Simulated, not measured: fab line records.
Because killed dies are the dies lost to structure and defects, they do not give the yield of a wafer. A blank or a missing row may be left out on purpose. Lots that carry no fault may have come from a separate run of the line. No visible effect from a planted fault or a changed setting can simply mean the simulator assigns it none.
fab line records + flow rit-cmos
record:
- lots: 6
- wafers: 18
- last-day: 7
route steps=202 shown SILICIDE@161 CONTACT@168
lots untouched by any fault: they come from a run of this same line in which no faults occurred
start-h: the number of hours between the record's first day and the start of the first shown wafer of the lot + wait-h: hours since the lot's step before + " same as the row above + L1.1+2: a single row standing in for several wafers + - no value, or no start given + * or withheld: withheld + < > ~ a bound
route shown NAME@n: names a module that has steps shown in the file, with the first one's number in the route + usual: average and standard deviation across the fault-free wafers + same: alike in all rows + chamber/n: place in a boat + sites: readings site by site + _std_site: their standard deviation + _edge_site: mean of outer sites minus mean of inner sites + radius-mm: for every site, how far away it sits from the centre of the wafer + mask NAME#n: copy n + behind: tool/chamber where the wafer was last shaped + hold: why the lot went on hold/how many hours it stayed there/how the hold came to an end + device: the transistor (n, p or np) that didn't switch + end of line: tests of these same wafers at the route's end + a step given without rows: its recipe and nothing more + killed: count of dies lost to structure and defects at first sort (not the wafer's yield) + map: the dies of a wafer, with x for killed, . for not killed, _ for no die there
set.NAME: the setting as run; set.NAME@STEP: as run at that earlier step + model.NAME: the simulator's own value behind a step, which no gauge read
lots seen at some steps along the route; tables by step, rows by wafer
services: the hour from which a tool's chamber was out of use, counted from the record's first day as start-h (under 0 if before that day), plus the number of hours and why
== steps ==
step: RIT_SILICIDE_WET_ETCH_00
recipe:
- chemistry: BOE
- target: SiO2
- target-depth-nm: 14
- time-s: 15
- dry: n2-spin
- dilution: 10:1
- temp-c: 21.5
step: RIT_SILICIDE_SPUTTER_01
recipe:
- material: Ti
- target-thk-nm: 30
- power-w: 350
- chamber-pressure-pa: 0.667
- gas: Ar
- time-s: 240
- substrate-temp-c: 25
usual:
- throttle-valve-pct: 30.5/1.2
| lot.wafer | tool           | chamber | start-h | wait-h | throttle-valve-pct |
|-----------|----------------|---------|---------|--------|--------------------|
| L276.3    | pvd-sputter-03 | -       | 59.34   | 0.0    | 29.8               |
| L276.4    | "              | -       | "       | "      | 30.0               |
| L276.5    | "              | -       | "       | "      | 29.5               |
| L282.2    | pvd-sputter-03 | -       | 84.83   | 0.0    | 30.0               |
| L282.3    | "              | -       | "       | "      | 29.4               |
| L282.4    | "              | -       | "       | "      | 29.8               |
| L295.1    | pvd-sputter-02 | -       | 150.48  | 0.0    | 33.7               |
| L295.4    | "              | -       | "       | "      | 29.9               |
| L295.6    | "              | -       | "       | "      | 31.5               |
| L296.1    | pvd-sputter-03 | -       | 156.08  | 0.0    | 30.0               |
| L296.2    | "              | -       | "       | "      | 29.6               |
| L296.5    | "              | -       | "       | "      | 30.2               |
| L297.1    | pvd-sputter-02 | -       | 161.14  | 0.0    | 31.4               |
| L297.3    | "              | -       | "       | "      | 31.0               |
| L297.6    | "              | -       | "       | "      | 31.1               |
| L298.1    | pvd-sputter-03 | -       | 165.60  | 0.0    | 30.1               |
| L298.3    | "              | -       | "       | "      | 29.8               |
| L298.5    | "              | -       | "       | "      | 29.9               |
step: RIT_SILICIDE_RS_MEAS_02
recipe:
- thk-meas-gauge: four-point-probe
- reads: Ti_of_SILICIDE_SPUTTER_01
usual:
- SILICIDE_TI_RS: 47.6/0.63
| lot.wafer | tool          | chamber | start-h | wait-h | SILICIDE_TI_RS[ohm/sq] |
|-----------|---------------|---------|---------|--------|------------------------|
| L276.3    | film-metro-02 | -       | 59.53   | 0.1    | 47.0                   |
| L276.4    | "             | -       | "       | "      | 47.1                   |
| L276.5    | "             | -       | "       | "      | 46.6                   |
| L282.2    | film-metro-01 | -       | 85.00   | 0.1    | 48.2                   |
| L282.3    | "             | -       | "       | "      | 47.2                   |
| L282.4    | "             | -       | "       | "      | 47.4                   |
| L295.1    | film-metro-02 | -       | 150.63  | 0.1    | 47.2                   |
| L295.4    | "             | -       | "       | "      | 47.1                   |
| L295.6    | "             | -       | "       | "      | 47.7                   |
| L296.1    | film-metro-02 | -       | 156.23  | 0.1    | 46.9                   |
| L296.2    | "             | -       | "       | "      | 47.7                   |
| L296.5    | "             | -       | "       | "      | 46.4                   |
| L297.1    | film-metro-02 | -       | 161.29  | 0.1    | 48.6                   |
| L297.3    | "             | -       | "       | "      | 49.3                   |
| L297.6    | "             | -       | "       | "      | 48.5                   |
| L298.1    | film-metro-02 | -       | 165.75  | 0.1    | 47.7                   |
| L298.3    | "             | -       | "       | "      | 47.5                   |
| L298.5    | "             | -       | "       | "      | 47.1                   |
step: RIT_SILICIDE_THK_MEAS_03
recipe:
- thk-meas-gauge: xrf
- reads: Ti_of_SILICIDE_SPUTTER_01
usual:
- SILICIDE_TI_THK: 30.1/0.39
| lot.wafer | tool          | chamber | start-h | wait-h | SILICIDE_TI_THK[nm] |
|-----------|---------------|---------|---------|--------|---------------------|
| L276.3    | film-metro-02 | -       | 59.63   | 0.1    | 30.3                |
| L276.4    | "             | -       | "       | "      | 30.5                |
| L276.5    | "             | -       | "       | "      | 30.7                |
| L282.2    | film-metro-01 | -       | 85.11   | 0.1    | 29.4                |
| L282.3    | "             | -       | "       | "      | 30.0                |
| L282.4    | "             | -       | "       | "      | 29.9                |
| L295.1    | film-metro-02 | -       | 150.75  | 0.1    | 30.2                |
| L295.4    | "             | -       | "       | "      | 30.3                |
| L295.6    | "             | -       | "       | "      | 30.1                |
| L296.1    | film-metro-02 | -       | 156.35  | 0.1    | 30.4                |
| L296.2    | "             | -       | "       | "      | 30.1                |
| L296.5    | "             | -       | "       | "      | 30.8                |
| L297.1    | film-metro-02 | -       | 161.41  | 0.1    | 29.6                |
| L297.3    | "             | -       | "       | "      | 29.2                |
| L297.6    | "             | -       | "       | "      | 29.6                |
| L298.1    | film-metro-02 | -       | 165.87  | 0.1    | 30.1                |
| L298.3    | "             | -       | "       | "      | 30.1                |
| L298.5    | "             | -       | "       | "      | 30.4                |
step: RIT_SILICIDE_RTA_04
recipe:
- temp-c: 650
- time-s: 10
- idle-temp-c: 25
- ramp-up-s: 5
- ramp-down-s: 5
- cool-to-c: 25
- ambient: N2
usual:
- wafer_temp_C_max: 652.3/0.97
| lot.wafer | tool          | chamber | start-h | wait-h | wafer_temp_C_max |
|-----------|---------------|---------|---------|--------|------------------|
| L276.3    | rtp-anneal-01 | 0       | 59.69   | 0.1    | 653.9            |
| L276.4    | "             | 0       | "       | "      | 652.3            |
| L276.5    | "             | 0       | "       | "      | 652.2            |
| L282.2    | rtp-anneal-01 | 0       | 85.17   | 0.1    | 653.1            |
| L282.3    | "             | 0       | "       | "      | 653.3            |
| L282.4    | "             | 0       | "       | "      | 652.7            |
| L295.1    | rtp-anneal-01 | 0       | 150.81  | 0.1    | 652.0            |
| L295.4    | "             | 0       | "       | "      | 653.1            |
| L295.6    | "             | 0       | "       | "      | 653.1            |
| L296.1    | rtp-anneal-02 | 0       | 156.41  | 0.1    | 651.3            |
| L296.2    | "             | 0       | "       | "      | 650.9            |
| L296.5    | "             | 0       | "       | "      | 651.6            |
| L297.1    | rtp-anneal-02 | 0       | 161.47  | 0.1    | 651.3            |
| L297.3    | "             | 0       | "       | "      | 651.6            |
| L297.6    | "             | 0       | "       | "      | 652.4            |
| L298.1    | rtp-anneal-02 | 0       | 165.93  | 0.1    | 651.0            |
| L298.3    | "             | 0       | "       | "      | 651.4            |
| L298.5    | "             | 0       | "       | "      | 651.3            |
step: RIT_SILICIDE_WET_ETCH_05
recipe:
- chemistry: SPM
- target: Ti
- temp-c: 90
- time-s: 120
- dry: n2-spin
step: RIT_SILICIDE_RTA_06
recipe:
- temp-c: 750
- time-s: 10
- idle-temp-c: 25
- ramp-up-s: 5
- ramp-down-s: 10
- cool-to-c: 25
- ambient: N2
usual:
- wafer_temp_C_max: 752.5/1
| lot.wafer | tool          | chamber | start-h | wait-h | wafer_temp_C_max |
|-----------|---------------|---------|---------|--------|------------------|
| L276.3    | rtp-anneal-02 | 0       | 59.80   | 0.0    | 752.1            |
| L276.4    | "             | 0       | "       | "      | 751.9            |
| L276.5    | "             | 0       | "       | "      | 751.8            |
| L282.2    | rtp-anneal-02 | 0       | 85.28   | 0.0    | 751.6            |
| L282.3    | "             | 0       | "       | "      | 751.8            |
| L282.4    | "             | 0       | "       | "      | 751.9            |
| L295.1    | rtp-anneal-02 | 0       | 150.92  | 0.0    | 751.3            |
| L295.4    | "             | 0       | "       | "      | 751.7            |
| L295.6    | "             | 0       | "       | "      | 752.0            |
| L296.1    | rtp-anneal-02 | 0       | 156.52  | 0.0    | 751.2            |
| L296.2    | "             | 0       | "       | "      | 751.7            |
| L296.5    | "             | 0       | "       | "      | 751.8            |
| L297.1    | rtp-anneal-02 | 0       | 161.58  | 0.0    | 751.7            |
| L297.3    | "             | 0       | "       | "      | 751.6            |
| L297.6    | "             | 0       | "       | "      | 751.6            |
| L298.1    | rtp-anneal-02 | 0       | 166.04  | 0.0    | 751.7            |
| L298.3    | "             | 0       | "       | "      | 751.3            |
| L298.5    | "             | 0       | "       | "      | 751.3            |
step: RIT_CONTACT_CVD_00
recipe:
- material: SiO2
- target-thk-nm: 400
- precursor: TEOS
- temp-c: 390
- time-s: 63.41
- rf-w: 400
usual:
- heater-power-w: 324/66
| lot.wafer | tool     | chamber | start-h | wait-h | heater-power-w | since-wet-clean-h |
|-----------|----------|---------|---------|--------|----------------|-------------------|
| L276.3    | pecvd-03 | 1       | 59.84   | 0.0    | 348            | 1006              |
| L276.4    | "        | 1       | "       | "      | 378            | -                 |
| L276.5    | "        | 2       | "       | "      | 395            | -                 |
| L282.2    | pecvd-03 | 0       | 85.34   | 0.0    | 403            | 1031              |
| L282.3    | "        | 2       | "       | "      | 322            | -                 |
| L282.4    | "        | 0       | "       | "      | 414            | -                 |
| L295.1    | pecvd-02 | 2       | 150.99  | 0.1    | 339            | 1487              |
| L295.4    | "        | 2       | "       | "      | 362            | -                 |
| L295.6    | "        | 1       | "       | "      | 311            | -                 |
| L296.1    | pecvd-03 | 2       | 156.58  | 0.1    | 427            | 1102              |
| L296.2    | "        | 0       | "       | "      | 371            | 1102              |
| L296.5    | "        | 1       | "       | "      | 438            | -                 |
| L297.1    | pecvd-04 | 2       | 161.65  | 0.1    | 314            | 717               |
| L297.3    | "        | 0       | "       | "      | 325            | 717               |
| L297.6    | "        | 1       | "       | "      | 218            | -                 |
| L298.1    | pecvd-02 | 1       | 166.11  | 0.1    | 280            | 1502              |
| L298.3    | "        | 0       | "       | "      | 296            | 1502              |
| L298.5    | "        | 2       | "       | "      | 405            | -                 |
step: RIT_CONTACT_THK_MEAS_01
recipe:
- reads: SiO2_of_CONTACT_CVD_00
usual:
- CONTACT_TEOS_THK: 414/5.2
| lot.wafer | tool          | chamber | start-h | wait-h | CONTACT_TEOS_THK[nm] |
|-----------|---------------|---------|---------|--------|----------------------|
| L276.3    | film-metro-03 | -       | 59.91   | 0.0    | 411                  |
| L276.4    | "             | -       | "       | "      | 418                  |
| L276.5    | "             | -       | "       | "      | 420                  |
| L282.2    | film-metro-03 | -       | 85.42   | 0.1    | 411                  |
| L282.3    | "             | -       | "       | "      | 412                  |
| L282.4    | "             | -       | "       | "      | 414                  |
| L295.1    | film-metro-01 | -       | 151.04  | 0.0    | 413                  |
| L295.4    | "             | -       | "       | "      | 418                  |
| L295.6    | "             | -       | "       | "      | 418                  |
| L296.1    | film-metro-01 | -       | 156.63  | 0.0    | 414                  |
| L296.2    | "             | -       | "       | "      | 417                  |
| L296.5    | "             | -       | "       | "      | 423                  |
| L297.1    | film-metro-01 | -       | 161.70  | 0.0    | 401                  |
| L297.3    | "             | -       | "       | "      | 408                  |
| L297.6    | "             | -       | "       | "      | 417                  |
| L298.1    | film-metro-03 | -       | 166.16  | 0.0    | 406                  |
| L298.3    | "             | -       | "       | "      | 408                  |
| L298.5    | "             | -       | "       | "      | 418                  |
step: RIT_CONTACT_HMDS_02
recipe:
- prime-time-s: 60
- prime-temp-c: 140
step: RIT_CONTACT_COAT_03
recipe:
- resist: NOVOLAK
- spin-rpm: 3250
- resist-thk-nm: 1000
step: RIT_CONTACT_SOFTBAKE_04
recipe:
- resist: NOVOLAK
- temp-c: 90
- time-s: 60
step: RIT_CONTACT_EXPOSE_05
recipe:
- mask-id: M11
- na: 0.6
- source-shape: conventional
- sigma-outer: 0.5
- target-cd-nm: 1000
- dose-mj: 250
usual:
- exposure-dose-mJ-cm2: 249.95/0.29
- focus-offset-nm: 0.0/0.5
| lot.wafer | tool             | chamber | start-h | wait-h | mask  | exposure-dose-mJ-cm2 | focus-offset-nm |
|-----------|------------------|---------|---------|--------|-------|----------------------|-----------------|
| L276.3    | iline-stepper-02 | 0       | 60.44   | 0.1    | M11#0 | 249.92               | -0.3            |
| L276.4    | "                | 0       | "       | "      | M11#0 | 250.17               | -1.1            |
| L276.5    | "                | 0       | "       | "      | M11#0 | 250.02               | -0.2            |
| L282.2    | iline-stepper-02 | 0       | 86.07   | 0.2    | M11#0 | 250.15               | -0.2            |
| L282.3    | "                | 0       | "       | "      | M11#0 | 250.53               | 0.6             |
| L282.4    | "                | 0       | "       | "      | M11#0 | 250.16               | 0.5             |
| L295.1    | iline-stepper-02 | -       | 151.67  | 0.2    | M11#0 | -                    | -               |
| L295.4    | "                | -       | "       | "      | M11#0 | -                    | -               |
| L295.6    | "                | -       | "       | "      | M11#0 | -                    | -               |
| L296.1    | iline-stepper-01 | -       | 157.53  | 0.2    | M11#0 | -                    | -               |
| L296.2    | "                | -       | "       | "      | M11#0 | -                    | -               |
| L296.5    | "                | -       | "       | "      | M11#0 | -                    | -               |
| L297.1    | iline-stepper-02 | 0       | 162.33  | 0.2    | M11#0 | 250.41               | 0.4             |
| L297.3    | "                | 0       | "       | "      | M11#0 | 250.18               | -0.1            |
| L297.6    | "                | 0       | "       | "      | M11#0 | 249.97               | 0.7             |
| L298.1    | iline-stepper-02 | 0       | 166.67  | 0.1    | M11#0 | 249.85               | 0.0             |
| L298.3    | "                | 0       | "       | "      | M11#0 | 249.45               | 0.0             |
| L298.5    | "                | 0       | "       | "      | M11#0 | 249.88               | -0.7            |
step: RIT_CONTACT_PEB_06
recipe:
- resist: NOVOLAK
- temp-c: withheld
- time-s: withheld
== services ==
| tool             | chamber | start-h | hours | kind   |
|------------------|---------|---------|-------|--------|
| pvd-sputter-03   | -       | 37.43   | 5.9   | repair |
| pecvd-02         | 1       | 61.47   | 20.1  | repair |
| pecvd-04         | 0       | 66.87   | 6.9   | repair |
| pecvd-03         | 1       | 70.16   | 23.7  | repair |
| pvd-sputter-02   | -       | 85.36   | 5.3   | repair |
| iline-stepper-01 | -       | 90.49   | 1.7   | pm     |
| pvd-sputter-02   | -       | 103.14  | 8.6   | repair |
| pvd-sputter-03   | -       | 113.76  | 1.6   | repair |
| pecvd-02         | -       | 119.72  | 2.8   | pm     |
| iline-stepper-02 | -       | 126.80  | 1.7   | pm     |
| rtp-anneal-01    | -       | 130.25  | 1.1   | pm     |
| pecvd-04         | 0       | 152.00  | 8.1   | repair |
| rtp-anneal-01    | -       | 152.92  | 5.1   | pm     |
| pecvd-04         | -       | 155.62  | 5.7   | repair |
| pecvd-03         | -       | 157.02  | 1.8   | repair |
| pecvd-04         | 1       | 163.23  | 5.1   | repair |
== key ==
first-sign:
- step: RIT_CONTACT_EXPOSE_05
- reading: tool-record
- direction: missing
effect none on later readings
met-at RIT_CONTACT_EXPOSE_05
struck-wafers L295.1,L295.4,L295.6,L296.1,L296.2,L296.5
later-rows-left-out L295.1,L295.4,L295.6,L296.1,L296.2,L296.5
sort-left-out L295.1,L295.4,L295.6,L296.1,L296.2,L296.5
tester-left-out L295,L296
onset-between 86.07 151.67
fault:
- kind: skipped-step-whole
- tool: iline-stepper-01,iline-stepper-02
- chamber: -
- onset-h: 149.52
- steps: RIT_CONTACT_EXPOSE_05
- scope: struck-lots-only
tester-left-out: of these lots the tester's yield and bins aren't shown, on N5 and GAA mostly nor the transistor test; their killed dies are dies lost to structure and defects alone, not to doping, threshold or leakage, so they don't give the yield
sort-left-out: the simulated sort isn't trusted on such a fault, so these wafers' sort isn't shown, and their yield isn't known
later-rows-left-out: the simulator's readings of these wafers behind a module that went badly wrong aren't trusted and aren't shown, but for the sort
